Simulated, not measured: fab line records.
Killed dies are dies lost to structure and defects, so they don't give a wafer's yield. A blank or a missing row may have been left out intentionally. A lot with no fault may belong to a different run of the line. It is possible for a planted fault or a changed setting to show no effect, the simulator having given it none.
fab line records + flow rit-cmos
[record]
- lots = 15
- wafers = 45
- last-day = 7
route steps=202 shown WELLDRIVE@50 NWELL@51 PWELL@52 M1@202
lots that met no fault: from a run of the same line without faults
start-h: hours from the record's opening day to when the first of the lot's shown wafers began + wait-h: hours from the lot's prior step to this one + " same as the row above + L1.1+2: one row covering several wafers at once + - either no value or no given start + * or withheld: withheld + < > ~ a bound
route shown NAME@n: names a module that has steps shown in the file, with the first one's number in the route + usual: mean and standard deviation over wafers with no fault + same: alike in all rows + chamber/n: place in a boat + sites: per-site readings + _std_site: standard deviation of those values + _edge_site: mean of outer sites minus mean of inner sites + radius-mm: how far each site lies from the wafer's centre + mask NAME#n: copy n + behind: the last tool/chamber to shape the wafer + hold: why the lot was held/for how many hours/how that ended + device: the transistor (n, p or np) that didn't switch + end of line: the same wafers' tests at the end of the route + a step without rows: its recipe alone + killed: the dies lost at the first sort to structure and to defects; this is not the yield of the wafer + map: per-die view of a wafer (x killed, . not killed, _ where there is no die)
set.NAME: setting as actually run; set.NAME@STEP: the setting as run at that earlier step + model.NAME: the simulator's own value behind a step, which no gauge read
a sample of lots followed through the steps of the route, with each step as a table and each wafer as a row
services: from which hour (start-h, from the record's first day; less than 0 if before it) a tool's chamber was out of use, for how many hours, and why
[[steps]]
[step RIT_WELLDRIVE_ANNEAL_00]
[recipe]
- temp-c = 1100
- time-s = 14700
- ambient = N2
[usual]
- spike-tc-centre-C = 1102.7/1.2
- spike-tc-load-C = 1126/3.7
- spike-tc-source-C = 1128.5/2.3
- tube-center-temp-C = 1100/0.098
- tube_center_temp_C_max = 1102.8/0.49
| lot.wafer | tool       | chamber | start-h | wait-h | spike-tc-centre-C | spike-tc-load-C | spike-tc-source-C | tube-center-temp-C | tube_center_temp_C_max |
|-----------|------------|---------|---------|--------|-------------------|-----------------|-------------------|--------------------|------------------------|
| L303.1    | furnace-04 | 0       | 23.52   | 0.1    | 1100.9            | 1122            | 1131.8            | 1099.9             | 1103.2                 |
| L303.2    | "          | 0       | "       | "      | 1101.8            | 1119            | 1130.3            | 1099.9             | 1102.3                 |
| L303.5    | "          | 0       | "       | "      | 1102.2            | 1120            | 1130.7            | 1100               | 1103.0                 |
| L305.1    | furnace-04 | 0       | 32.63   | 0.1    | 1102.5            | 1122            | 1129.2            | 1099.9             | 1103.0                 |
| L305.4    | "          | 0       | "       | "      | 1101.6            | 1121            | 1129.7            | 1100.2             | 1102.9                 |
| L305.6    | "          | 0       | "       | "      | 1100.8            | 1122            | 1130.2            | 1099.9             | 1102.2                 |
| L307.1    | furnace-03 | 0       | 43.92   | 0.1    | 1104.0            | 1124            | 1125.0            | 1100.1             | 1102.4                 |
| L307.2    | "          | 0       | "       | "      | 1104.1            | 1125            | 1124.9            | 1100.1             | 1102.6                 |
| L307.6    | "          | 0       | "       | "      | 1101.2            | 1124            | 1124.7            | 1100.1             | 1102.9                 |
| L308.2    | furnace-03 | 0       | 49.09   | 0.0    | 1119.7            | 1141            | 1140.4            | 1115.1             | 1117.7                 |
| L308.4    | "          | 0       | "       | "      | 1118.3            | 1142            | 1141.2            | 1115               | 1118.0                 |
| L308.5    | "          | 0       | "       | "      | 1119.0            | 1140            | 1140.2            | 1115               | 1117.0                 |
| L309.2    | furnace-01 | 0       | 54.57   | 0.0    | 1101.1            | 1129            | 1129.3            | 1100               | 1102.5                 |
| L309.3    | "          | 0       | "       | "      | 1103.3            | 1132            | 1131.1            | 1099.9             | 1102.6                 |
| L309.6    | "          | 0       | "       | "      | 1104.5            | 1131            | 1129.5            | 1100               | 1102.8                 |
| L310.1    | furnace-03 | 0       | 57.53   | 0.1    | 1118.9            | 1141            | 1141.1            | 1115.2             | 1118.1                 |
| L310.2    | "          | 0       | "       | "      | 1117.5            | 1140            | 1142.7            | 1115.1             | 1117.2                 |
| L310.6    | "          | 0       | "       | "      | 1119.5            | 1142            | 1142.0            | 1114.9             | 1118.6                 |
| L311.2    | furnace-03 | 0       | 63.99   | 0.0    | 1118.9            | 1138            | 1140.9            | 1114.8             | 1117.4                 |
| L311.4    | "          | 0       | "       | "      | 1118.8            | 1141            | 1142.2            | 1114.9             | 1117.4                 |
| L311.5    | "          | 0       | "       | "      | 1118.5            | 1139            | 1141.6            | 1115.1             | 1118.0                 |
| L318.3    | furnace-04 | 0       | 97.98   | 0.0    | 1103.6            | 1121            | 1131.0            | 1099.8             | 1103.0                 |
| L318.4    | "          | 0       | "       | "      | 1101.5            | 1123            | 1129.9            | 1099.9             | 1102.7                 |
| L318.6    | "          | 0       | "       | "      | 1102.1            | 1120            | 1130.2            | 1100.1             | 1102.1                 |
| L319.1    | furnace-01 | 0       | 103.38  | 0.2    | 1102.9            | 1132            | 1128.8            | 1100.2             | 1104.0                 |
| L319.2    | "          | 0       | "       | "      | 1102.3            | 1131            | 1130.4            | 1099.9             | 1102.8                 |
| L319.3    | "          | 0       | "       | "      | 1104.4            | 1130            | 1131.7            | 1100               | 1102.2                 |
| L320.2    | furnace-01 | 0       | 109.92  | 0.0    | 1103.0            | 1132            | 1128.7            | 1099.9             | 1103.7                 |
| L320.4    | "          | 0       | "       | "      | 1104.7            | 1131            | 1130.3            | 1099.9             | 1102.7                 |
| L320.6    | "          | 0       | "       | "      | 1104.3            | 1131            | 1128.0            | 1100.1             | 1103.8                 |
| L321.2    | furnace-04 | 0       | 113.31  | 0.5    | 1101.6            | 1123            | 1130.4            | 1100.1             | 1104.0                 |
| L321.3    | "          | 0       | "       | "      | 1103.9            | 1121            | 1130.9            | 1100               | 1103.5                 |
| L321.4    | "          | 0       | "       | "      | 1101.7            | 1120            | 1131.7            | 1100               | 1102.1                 |
| L322.4    | furnace-01 | 0       | 117.60  | 0.0    | 1103.8            | 1131            | 1127.6            | 1099.9             | 1102.5                 |
| L322.5    | "          | 0       | "       | "      | 1103.5            | 1131            | 1131.0            | 1100               | 1102.6                 |
| L322.6    | "          | 0       | "       | "      | 1103.3            | 1129            | 1129.7            | 1100.1             | 1103.2                 |
| L324.1    | furnace-03 | 0       | 127.93  | 0.1    | 1101.9            | 1127            | 1126.4            | 1100               | 1102.2                 |
| L324.2    | "          | 0       | "       | "      | 1103.7            | 1126            | 1125.9            | 1100               | 1102.6                 |
| L324.5    | "          | 0       | "       | "      | 1102.7            | 1128            | 1126.8            | 1100.2             | 1102.4                 |
| L325.1    | furnace-01 | 0       | 134.29  | 0.1    | 1102.7            | 1130            | 1130.3            | 1100.1             | 1102.7                 |
| L325.3    | "          | 0       | "       | "      | 1103.7            | 1129            | 1130.0            | 1100               | 1102.5                 |
| L325.5    | "          | 0       | "       | "      | 1102.5            | 1130            | 1130.2            | 1100               | 1104.0                 |
| L326.3    | furnace-03 | 0       | 138.13  | 0.3    | 1103.2            | 1125            | 1127.6            | 1100.1             | 1102.6                 |
| L326.4    | "          | 0       | "       | "      | 1104.7            | 1125            | 1124.4            | 1099.7             | 1102.2                 |
| L326.5    | "          | 0       | "       | "      | 1102.7            | 1125            | 1126.6            | 1100.1             | 1103.4                 |
[step RIT_WELLDRIVE_RS_MEAS_01]
[recipe]
- thk-meas-gauge = four-point-probe
[usual]
- NWELL_RS = 275.9/0.73
| lot.wafer | tool          | chamber | start-h | wait-h | NWELL_RS[ohm/sq] |
|-----------|---------------|---------|---------|--------|------------------|
| L303.1    | film-metro-03 | -       | 28.61   | 0.0    | 276.0            |
| L303.2    | "             | -       | "       | "      | 276.5            |
| L303.5    | "             | -       | "       | "      | 276.3            |
| L305.1    | film-metro-02 | -       | 37.71   | 0.0    | 276.7            |
| L305.4    | "             | -       | "       | "      | 277.2            |
| L305.6    | "             | -       | "       | "      | 275.7            |
| L307.1    | film-metro-03 | -       | 49.01   | 0.0    | 276.9            |
| L307.2    | "             | -       | "       | "      | 276.2            |
| L307.6    | "             | -       | "       | "      | 277.0            |
| L308.2    | film-metro-03 | -       | 54.19   | 0.0    | 260.3            |
| L308.4    | "             | -       | "       | "      | 260.6            |
| L308.5    | "             | -       | "       | "      | 260.4            |
| L309.2    | film-metro-03 | -       | 59.67   | 0.0    | 276.3            |
| L309.3    | "             | -       | "       | "      | 275.6            |
| L309.6    | "             | -       | "       | "      | 276.3            |
| L310.1    | film-metro-04 | -       | 62.61   | 0.0    | 259.5            |
| L310.2    | "             | -       | "       | "      | 259.1            |
| L310.6    | "             | -       | "       | "      | 259.9            |
| L311.2    | film-metro-04 | -       | 69.09   | 0.0    | 258.3            |
| L311.4    | "             | -       | "       | "      | 258.2            |
| L311.5    | "             | -       | "       | "      | 258.5            |
| L318.3    | film-metro-02 | -       | 103.10  | 0.0    | 275.8            |
| L318.4    | "             | -       | "       | "      | 276.1            |
| L318.6    | "             | -       | "       | "      | 277.0            |
| L319.1    | film-metro-02 | -       | 108.46  | 0.0    | 275.5            |
| L319.2    | "             | -       | "       | "      | 275.9            |
| L319.3    | "             | -       | "       | "      | 275.5            |
| L320.2    | film-metro-03 | -       | 115.02  | 0.0    | 276.1            |
| L320.4    | "             | -       | "       | "      | 277.2            |
| L320.6    | "             | -       | "       | "      | 276.7            |
| L321.2    | film-metro-02 | -       | 118.41  | 0.0    | 276.8            |
| L321.3    | "             | -       | "       | "      | 275.6            |
| L321.4    | "             | -       | "       | "      | 276.8            |
| L322.4    | film-metro-02 | -       | 122.74  | 0.1    | 275.8            |
| L322.5    | "             | -       | "       | "      | 275.0            |
| L322.6    | "             | -       | "       | "      | 275.9            |
| L324.1    | film-metro-03 | -       | 133.02  | 0.0    | 276.8            |
| L324.2    | "             | -       | "       | "      | 276.6            |
| L324.5    | "             | -       | "       | "      | 275.5            |
| L325.1    | film-metro-03 | -       | 139.37  | 0.0    | 277.4            |
| L325.3    | "             | -       | "       | "      | 275.6            |
| L325.5    | "             | -       | "       | "      | 276.5            |
| L326.3    | film-metro-02 | -       | 143.25  | 0.0    | 274.7            |
| L326.4    | "             | -       | "       | "      | 275.4            |
| L326.5    | "             | -       | "       | "      | 274.2            |
[step RIT_WELLDRIVE_RS_MEAS_02]
[recipe]
- thk-meas-gauge = four-point-probe
[usual]
- PWELL_RS = 429.8/1.3
| lot.wafer | tool          | chamber | start-h | wait-h | PWELL_RS[ohm/sq] |
|-----------|---------------|---------|---------|--------|------------------|
| L303.1    | film-metro-03 | -       | 28.73   | 0.1    | 428.1            |
| L303.2    | "             | -       | "       | "      | 430.4            |
| L303.5    | "             | -       | "       | "      | 428.9            |
| L305.1    | film-metro-02 | -       | 37.83   | 0.1    | 429.6            |
| L305.4    | "             | -       | "       | "      | 430.4            |
| L305.6    | "             | -       | "       | "      | 429.9            |
| L307.1    | film-metro-03 | -       | 49.13   | 0.1    | 429.1            |
| L307.2    | "             | -       | "       | "      | 430.3            |
| L307.6    | "             | -       | "       | "      | 429.2            |
| L308.2    | film-metro-03 | -       | 54.31   | 0.1    | 411.7            |
| L308.4    | "             | -       | "       | "      | 412.0            |
| L308.5    | "             | -       | "       | "      | 411.0            |
| L309.2    | film-metro-03 | -       | 59.79   | 0.1    | 431.7            |
| L309.3    | "             | -       | "       | "      | 432.6            |
| L309.6    | "             | -       | "       | "      | 430.7            |
| L310.1    | film-metro-04 | -       | 62.73   | 0.1    | 412.7            |
| L310.2    | "             | -       | "       | "      | 412.1            |
| L310.6    | "             | -       | "       | "      | 411.9            |
| L311.2    | film-metro-04 | -       | 69.21   | 0.1    | 410.7            |
| L311.4    | "             | -       | "       | "      | 410.0            |
| L311.5    | "             | -       | "       | "      | 411.6            |
| L318.3    | film-metro-02 | -       | 103.22  | 0.1    | 430.8            |
| L318.4    | "             | -       | "       | "      | 430.2            |
| L318.6    | "             | -       | "       | "      | 431.8            |
| L319.1    | film-metro-02 | -       | 108.58  | 0.1    | 431.2            |
| L319.2    | "             | -       | "       | "      | 430.2            |
| L319.3    | "             | -       | "       | "      | 431.0            |
| L320.2    | film-metro-03 | -       | 115.14  | 0.1    | 430.4            |
| L320.4    | "             | -       | "       | "      | 429.6            |
| L320.6    | "             | -       | "       | "      | 430.4            |
| L321.2    | film-metro-02 | -       | 118.53  | 0.1    | 430.5            |
| L321.3    | "             | -       | "       | "      | 428.7            |
| L321.4    | "             | -       | "       | "      | 426.3            |
| L322.4    | film-metro-02 | -       | 122.86  | 0.1    | 429.1            |
| L322.5    | "             | -       | "       | "      | 429.2            |
| L322.6    | "             | -       | "       | "      | 428.6            |
| L324.1    | film-metro-03 | -       | 133.14  | 0.1    | 431.2            |
| L324.2    | "             | -       | "       | "      | 431.3            |
| L324.5    | "             | -       | "       | "      | 431.4            |
| L325.1    | film-metro-03 | -       | 139.49  | 0.1    | 431.3            |
| L325.3    | "             | -       | "       | "      | 430.4            |
| L325.5    | "             | -       | "       | "      | 431.9            |
| L326.3    | film-metro-02 | -       | 143.37  | 0.1    | 430.8            |
| L326.4    | "             | -       | "       | "      | 430.0            |
| L326.5    | "             | -       | "       | "      | 430.1            |
[step RIT_M1_PROBE_99]
[usual]
- killed_at_M0_to_M3 = 0.0/0.12
- killed-at-contacts = 0.1/0.27
- killed-at-front-end = 7/3.1
- killed-dies = 7/3.1
- killed-on-rim = 1.9/1.5
- killed-open = 3.6/2.3
- killed-short = 3.2/2
[same]
- gross-dies = 264
- killed_at_M4_up = 0
- killed-at-back-side = 0
- killed-at-other = 0
| lot.wafer | tool      | chamber | start-h | wait-h | killed_at_M0_to_M3 | killed-at-contacts | killed-at-front-end | killed-dies | killed-on-rim | killed-open | killed-short |
|-----------|-----------|---------|---------|--------|--------------------|--------------------|---------------------|-------------|---------------|-------------|--------------|
| L319.1    | prober-01 | -       | 138.14  | 0.1    | 0                  | 0                  | 6                   | 6           | 1             | 3           | 3            |
| L319.2    | prober-01 | -       | 138.19  | 0.1    | 0                  | 2                  | 14                  | 16          | 6             | 8           | 8            |
| L319.3    | prober-01 | -       | 138.24  | 0.2    | 0                  | 0                  | 2                   | 2           | 0             | 0           | 1            |
| L321.2    | prober-01 | -       | 148.49  | 0.1    | 0                  | 0                  | 7                   | 7           | 1             | 2           | 5            |
| L321.3    | prober-01 | -       | 148.54  | 0.2    | 0                  | 0                  | 10                  | 10          | 5             | 7           | 3            |
| L321.4    | prober-01 | -       | 148.59  | 0.2    | 0                  | 0                  | 5                   | 5           | 1             | 2           | 3            |
// killed by level:class
L319.1 ACTIVE:geometric-particle:open=1 FOX1:geometric-particle:open=1 FOX2:geometric-particle:short=1 SPACER:geometric-particle:short=1 SILICIDE:geometric-particle:short=1 SILICIDE:geometric-particle:open=1
L319.2 GATE:geometric-particle:short=5 GATE:geometric-particle:open=4 FOX1:geometric-particle:short=1 FOX2:geometric-particle:open=1 CONTACT:geometric-particle:short=1 REOX:geometric-particle:short=1 SPACER:geometric-particle:open=1 SILICIDE:geometric-particle:open=1
L319.3 FOX2:geometric-particle:short=1 PSD:coat-microbubble-printed=1
L321.2 REOX:geometric-particle:short=2 FOX1:geometric-particle:open=1 FOX2:geometric-particle:short=1 GATE:geometric-particle:open=1 SPACER:geometric-particle:short=1 SILICIDE:geometric-particle:short=1
L321.3 GATE:geometric-particle:open=3 SPACER:geometric-particle:open=2 FOX1:geometric-particle:open=1 GATE:geometric-particle:short=1 REOX:geometric-particle:open=1 REOX:geometric-particle:short=1 SILICIDE:geometric-particle:short=1
L321.4 GATE:geometric-particle:short=2 GATE:geometric-particle:open=2 FOX1:geometric-particle:short=1
[[services]]
| tool       | chamber | start-h | hours | kind |
|------------|---------|---------|-------|------|
| furnace-01 | -       | 8.21    | 3.5   | pm   |
| furnace-04 | -       | 45.34   | 2.8   | pm   |
| furnace-04 | -       | 55.98   | 3.2   | pm   |
| furnace-03 | -       | 100.39  | 4.7   | pm   |
[[key]]
[first-sign]
- step = RIT_WELLDRIVE_ANNEAL_00
- reading = tube-center-temp-C
- direction = up
- sigmas = 99+
- usual = *
- struck = *
[effect]
- step = RIT_WELLDRIVE_ANNEAL_00
- reading = tube_center_temp_C_max
- direction = up
- sigmas = 30
- usual = *
- struck = *
[effect]
- step = RIT_WELLDRIVE_RS_MEAS_01
- reading = NWELL_RS
- direction = down
- sigmas = 23
- usual = 275.9
- struck = 259.4
[effect]
- step = RIT_WELLDRIVE_RS_MEAS_02
- reading = PWELL_RS
- direction = down
- sigmas = 14
- usual = 429.8
- struck = 411.5
met-at RIT_WELLDRIVE_ANNEAL_00
struck-lots L308,L310,L311
tester-left-out L308,L310,L311
[fault]
- kind = process-parameter-drift
- tool = furnace-03
- chamber = -
- onset-h = 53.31
- steps = RIT_WELLDRIVE_ANNEAL_00
- channel = temp-c
- offset = *
- shape = step
- end-h = 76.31
- acts-in = *
- stated = *
// tester-left-out: of these lots the tester's yield and bins aren't shown, on N5 and GAA mostly nor the transistor test; their killed dies are dies lost to structure and defects alone, not to doping, threshold or leakage, so they don't give the yield
